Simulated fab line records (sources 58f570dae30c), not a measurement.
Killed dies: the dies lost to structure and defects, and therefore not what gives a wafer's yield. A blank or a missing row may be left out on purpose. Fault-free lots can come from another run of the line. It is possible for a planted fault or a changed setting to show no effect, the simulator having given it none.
Which of the tools did it? / flow berkeleyCmos170 / Sampling: 9 lots, 27 wafers, 2 of 331 route steps

## WHAT THE GAUGES READ, wafer by wafer
UCB170_M3_CD_MEAS_15: the cd target is 700 nm.
lot=L231; measured=day 9 02:13; on=cdSem-02; cdNm (nm)=699.7 700.6 700.5
lot=L232; measured=day 9 17:58; on=cdSem-01; cdNm (nm)=697.8 698.7 699.9
lot=L234; measured=day 9 20:57; on=cdSem-01; cdNm (nm)=700.1 698.3 697.7
lot=L235; measured=day 9 19:23; on=cdSem-01; cdNm (nm)=700.4 701.8 700.0
lot=L239; measured=day 11 09:47; on=cdSem-02; cdNm (nm)=699.6 701.0 702.2
lot=L241; measured=day 11 10:26; on=cdSem-02; cdNm (nm)=701.2 701.1 701.6
lot=L242; measured=day 11 13:11; on=cdSem-01; cdNm (nm)=698.3 698.5 697.8
lot=L243; measured=day 12 08:48; on=cdSem-02; cdNm (nm)=700.8 700.7 699.9
lot=L244; measured=day 12 04:35; on=cdSem-02; cdNm (nm)=698.7 700.0 700.5

## WHAT TOOL EACH LOT RAN ON (gives the tool, then ch and the chambers of the sampled wafers, and finally the start)
lot=L231; UCB170_SCREENOX_OXIDATION_01=furnace-02 ch 0, day 6 08:28
lot=L232; UCB170_SCREENOX_OXIDATION_01=furnace-04 ch 0, day 7 02:24
lot=L234; UCB170_SCREENOX_OXIDATION_01=furnace-04 ch 0, day 7 02:24
lot=L235; UCB170_SCREENOX_OXIDATION_01=furnace-04 ch 0, day 7 02:24
lot=L239; UCB170_SCREENOX_OXIDATION_01=furnace-04 ch 0, day 8 04:03
lot=L241; UCB170_SCREENOX_OXIDATION_01=furnace-04 ch 0, day 8 18:08
lot=L242; UCB170_SCREENOX_OXIDATION_01=furnace-04 ch 0, day 8 18:08
lot=L243; UCB170_SCREENOX_OXIDATION_01=furnace-01 ch 0, day 9 08:24
lot=L244; UCB170_SCREENOX_OXIDATION_01=furnace-01 ch 0, day 9 08:24
- UCB170_SCREENOX_OXIDATION_01: target thk 14.4 nm, ox time 2400 s.

## THE ANSWER, worked out from the rows above alone
Rule: usual is defined by the lots themselves. The widest of any qualifying gaps counts: lots, ordered by their means at a reading, are off when they make up no more than a third of the lots, leave a main group of 4 or more, and stand apart from it by 3 or more times the standard deviation of that group's means. If all means in a main group match to the digits the tables above print for the reading, that group is not used. Also off: a lot with no number at a reading for which 4 or more lots have one. Where the step has rows for the other lots, those lots are counted as sound.
None of the lots is off at any reading shown; this tells nothing.

## WHAT THE SIMULATOR HAD INSERTED
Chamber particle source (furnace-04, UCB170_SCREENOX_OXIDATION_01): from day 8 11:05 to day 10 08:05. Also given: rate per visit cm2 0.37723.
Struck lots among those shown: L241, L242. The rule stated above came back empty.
